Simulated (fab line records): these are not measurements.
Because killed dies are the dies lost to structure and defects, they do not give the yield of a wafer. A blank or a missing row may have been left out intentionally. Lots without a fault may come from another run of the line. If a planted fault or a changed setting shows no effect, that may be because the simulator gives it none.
Lot-split experiment | flow berkeley cmos170 | 5 lots, 27 wafers read, on a route of 331 steps

## ON THE SPLIT
At UCB170_ACTIVE_ETCH_15 (etches Si3N4 in CH3F/Ar/O2, stops on SiO2, target depth 242 nm, time 151 s), the setting target depth a was moved away from the recipe's 2420 angstrom on 6 of the 27 wafers read, by -55.2% to +22.9%. For the rest of the wafers, this setting stayed at what the recipe calls for.

The reading comes from the split's own step.

## THE READING
KrF_of_ACTIVE_COAT_08.thk nm (the simulator's own value, which no gauge read), in nm, at UCB170_ACTIVE_ETCH_15 (etches Si3N4 in CH3F/Ar/O2, stops on SiO2, target depth 242 nm, time 151 s). The file does not state a usual value for it. Average 724.7 nm, standard deviation 4.1 nm, over the 21 wafers here run with the recipe.

wafer  | tool, chamber at the split | target depth a as run, angstrom | against the recipe | KrF_of_ACTIVE_COAT_08.thk nm, nm | against lot-mates on the recipe
L076.1 | rie diel-01, 1             | 2975                            | +22.9%             | 687.2                            | -39.6
L076.2 | rie diel-01, 2             | 2420                            | recipe             | 731.6                            | -
L076.3 | rie diel-01, 0             | 2975                            | +22.9%             | 694.4                            | -32.4
L076.4 | rie diel-01, 3             | 2975                            | +22.9%             | 678.4                            | -48.4
L076.5 | rie diel-01, 2             | 2420                            | recipe             | 729.9                            | -
L076.6 | rie diel-01, 3             | 2420                            | recipe             | 718.8                            | -
L080.1 | rie diel-01, 2             | 2420                            | recipe             | 723.1                            | -
L080.2 | rie diel-01, 1             | 2420                            | recipe             | 722.8                            | -
L080.3 | rie diel-01, 0             | 2420                            | recipe             | 725.2                            | -
L080.4 | rie diel-01, 0             | 2420                            | recipe             | 730.6                            | -
L080.5 | rie diel-01, 2             | 2420                            | recipe             | 724.6                            | -
L080.6 | rie diel-01, 1             | 2420                            | recipe             | 725.1                            | -
L079.2 | rie diel-02, 2             | 2420                            | recipe             | 726.6                            | -
L079.3 | rie diel-02, 3             | 2420                            | recipe             | 729.5                            | -
L079.6 | rie diel-02, 1             | 2420                            | recipe             | 719.3                            | -
L084.1 | rie diel-02, 2             | 1084                            | -55.2%             | 817.3                            | +92.4
L084.2 | rie diel-02, 3             | 2420                            | recipe             | 727.4                            | -
L084.3 | rie diel-02, 0             | 2420                            | recipe             | 723                              | -
L084.4 | rie diel-02, 1             | 1084                            | -55.2%             | 812.9                            | +88.0
L084.5 | rie diel-02, 1             | 1084                            | -55.2%             | 814.5                            | +89.6
L084.6 | rie diel-02, 2             | 2420                            | recipe             | 724.2                            | -
L085.1 | rie diel-02, 1             | 2420                            | recipe             | 716.1                            | -
L085.2 | rie diel-02, 0             | 2420                            | recipe             | 720.2                            | -
L085.3 | rie diel-02, 2             | 2420                            | recipe             | 722.8                            | -
L085.4 | rie diel-02, 3             | 2420                            | recipe             | 727.3                            | -
L085.5 | rie diel-02, 3             | 2420                            | recipe             | 728.7                            | -
L085.6 | rie diel-02, 2             | 2420                            | recipe             | 721.7                            | -

FIT RESULTS
A straight line over all 27 wafers: KrF_of_ACTIVE_COAT_08.thk nm changes by -1.64 nm for each +1% of target depth a; r = -0.99; the points scatter about the line by 4.4 nm.
The same after taking each lot's own level away (the mean of its wafers on the recipe; 27 wafers): -1.65 nm for each +1%; r = -0.99; scatter 4.3 nm.
On that fit, the largest move of target depth a shifts the reading by 91 nm.
Across the lots, their own levels run from 722.80 to 726.77 nm, a range of 1.0 times the standard deviation given above.
So the lot-to-lot level changes the slope little: the two slopes agree.
Check: +90.1 nm against its lot-mates is what the line predicts for one of the wafers moved furthest among these (-55.2%) when that wafer is left out of the fit. Against them it came out at +92.4 nm.

## THE OTHER SPLITS THESE WAFERS WENT THROUGH
Before the reading, these wafers also passed through other splits. Each is held against what the fit with the lots' levels taken away leaves over:
other split on the same wafers     | wafers away from the commonest value | r with KrF_of_ACTIVE_COAT_08.thk nm (lot level and that fit taken away)
UCB170_ZERO_ETCH_06 target depth a | 9                                    | -0.22

## THE WHOLE CHAIN: every reading that the file lists as answering this split, in the file's order
step                   | what it does                                                               | reading                                                                       | change (the file's fit)              | r (the file's)
UCB170_ACTIVE_ETCH_15  | etches Si3N4 in CH3F/Ar/O2, stops on SiO2, target depth 242 nm, time 151 s | KrF_of_ACTIVE_COAT_08.thk nm (the simulator's own value, which no gauge read) | -1.65 nm for each +1% of the setting | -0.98
UCB170_ACTIVE_STRIP_16 | strips in O2                                                               | strip time to endpoint s                                                      | withheld for each +1% of the setting | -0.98

## FILE'S OWN FIT
KrF_of_ACTIVE_COAT_08.thk nm changes by -1.65 nm for each +1% of target depth a, r = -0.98.
